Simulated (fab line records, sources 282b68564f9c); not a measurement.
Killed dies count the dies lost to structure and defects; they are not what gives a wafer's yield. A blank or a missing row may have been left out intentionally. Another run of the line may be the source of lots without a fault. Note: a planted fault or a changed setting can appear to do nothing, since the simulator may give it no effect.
2 desks, one fault | flow ritCmos | each desk holds nothing but its own numbers, with what lay behind them at the end

TOOL OWNER'S DESK, rieDiel-03
The tool's own readings at RIT_ACTIVE_ETCH_13 (etches Si3N4 in SF6, stops on SiO2, time 210 s, target depth 210 nm): means of the sampled wafers that have a number, for each lot that ran on this tool. A lot is out of limits, marked OUT, if its mean lies more than 4 standard deviations from the usual mean; the brackets give that distance.
Columns: A = drypumpMotorCurrentA at RIT_ACTIVE_ETCH_13, usual 5.9 A; B = oesProductAu at RIT_ACTIVE_ETCH_13, usual 0.826 a.u.; C = runLengthS at RIT_ACTIVE_ETCH_13, usual 238.3 s; D = throttleValvePct at RIT_ACTIVE_ETCH_13, usual 7.44 %
lot  | first seen here | A   | B     | C               | D
L260 | day 2 11:26     | 5.6 | 0.846 | 238.4           | 7.39
L262 | day 2 20:43     | 5.6 | 0.822 | 245.6 (+17) OUT | 7.38
L263 | day 3 03:06     | 5.8 | 0.821 | 245.8 (+17) OUT | 7.38
L277 | day 6 00:37     | 6.1 | 0.839 | 238.5           | 7.36
L279 | day 6 12:11     | 6.1 | 0.840 | 238.5           | 7.36
This desk finds L262, L263 out of limits, L262 being first, at day 2 20:43 (runLengthS at RIT_ACTIVE_ETCH_13). In limits: L260, L277, L279.

FROM THE METROLOGY DESK
What the gauges read, lot by lot, whatever tool the lot ran on: means of the sampled wafers that have a number. A lot is out of limits, marked OUT, if its mean lies more than 4 standard deviations from the usual mean; the brackets give that distance.
Columns: A = ACTIVE_OXIDE_THK at RIT_ACTIVE_THK_MEAS_02, usual 47.2 nm; B = ACTIVE_NITRIDE_THK at RIT_ACTIVE_THK_MEAS_04, usual 150.5 nm; C = cdNm at RIT_ACTIVE_CD_MEAS_11, usual 1400.3 nm; D = cdNm at RIT_ACTIVE_CD_MEAS_90, usual 1400.3 nm; E = FOX1_OXIDE_THK at RIT_FOX1_THK_MEAS_01, usual 351 nm; F = FOX2_OXIDE_THK at RIT_FOX2_THK_MEAS_01, usual 349 nm; G = FIELD_OXIDE_LEFT_1_THK at RIT_FOX2_THK_MEAS_90, usual 322 nm
lot  | first seen here | A    | B     | C      | D      | E   | F   | G
L260 | day 2 08:05     | 47.6 | 152.0 | 1397.6 | 1397.7 | 342 | 350 | 323
L262 | day 2 18:03     | 47.3 | 149.1 | 1399.4 | 1398.9 | 351 | 355 | 328
L263 | day 3 00:20     | 45.5 | 149.4 | 1401.6 | 1401.9 | 344 | 341 | 313
L275 | day 5 11:03     | 48.1 | 149.2 | 1399.9 | 1399.9 | 354 | 353 | 324
L277 | day 5 21:08     | 46.6 | 149.7 | 1400.0 | 1400.0 | 353 | 350 | 323
L279 | day 6 09:11     | 46.3 | 151.2 | 1399.1 | 1399.7 | 359 | 351 | 324
This desk's finding: nothing out of limits on any of the 6 lots.

PUT TOGETHER
The tool owner's desk had the chance to raise an alarm at day 2 20:43 on L262, L263.
At the metrology desk, nothing out of limits was observed.
The metrology desk holds a record of L262, L263, inside its limits.
Every lot named ran RIT_ACTIVE_ETCH_13 on rieDiel-03.

WHAT WAS PUT IN BY THE SIMULATOR
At RIT_ACTIVE_ETCH_13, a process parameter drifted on rieDiel-03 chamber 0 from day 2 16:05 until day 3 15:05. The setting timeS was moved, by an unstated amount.
Shown lots that were struck: L262, L263.
Hours from the fault's start to each desk's first reading out of limits: the tool owner's desk, 5.
